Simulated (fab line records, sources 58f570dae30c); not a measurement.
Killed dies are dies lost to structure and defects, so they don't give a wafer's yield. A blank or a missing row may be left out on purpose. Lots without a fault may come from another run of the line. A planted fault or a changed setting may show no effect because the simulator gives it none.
Which tool did it? | flow berkeley_cmos170 | 7 lots, 21 wafers sampled, at 1 step of a route of 331

WHAT THE GAUGES READ, wafer by wafer
UCB170_ACTIVE_THK_MEAS_06.
lot  | measured    | on            | ACTIVE_NITRIDE_THK (nm)
L664 | day 5 06:22 | film_metro-03 | 221.3 222.5 221.4
L663 | day 5 06:26 | film_metro-01 | 218.5 217.1 217.6
L667 | day 5 17:50 | film_metro-01 | 220.9 222.0 219.6
L671 | day 6 19:15 | film_metro-04 | 220.4 217.6 219.4
L673 | day 7 10:29 | film_metro-03 | 222.2 222.0 221.1
L678 | day 8 05:52 | film_metro-03 | 218.6 219.7 220.1
L680 | day 8 13:43 | film_metro-03 | 221.4 222.0 221.3

WHICH TOOL RAN EACH LOT (tool, then ch and the chambers of the sampled wafers, then the start)
The record holds no process step before these readings.

THE ANSWER, worked out from the rows above alone
Rule: what is usual is taken from the lots themselves. Put in order of their means at a reading, lots are off if they are a third of the lots or fewer, leave a main group of 4 or more, and stand apart from it by a gap of 3 or more times the standard deviation of the main group's means; of several such gaps the widest counts. A main group whose means are all the same, to the digits that the tables above print for the reading, isn't used. A lot without any number at a reading at which 4 lots or more have one is off too. The other lots that the step has rows for count as sound.
No lot is off at any reading shown: from this, nothing can be told.

WHAT THE SIMULATOR HAD PUT IN
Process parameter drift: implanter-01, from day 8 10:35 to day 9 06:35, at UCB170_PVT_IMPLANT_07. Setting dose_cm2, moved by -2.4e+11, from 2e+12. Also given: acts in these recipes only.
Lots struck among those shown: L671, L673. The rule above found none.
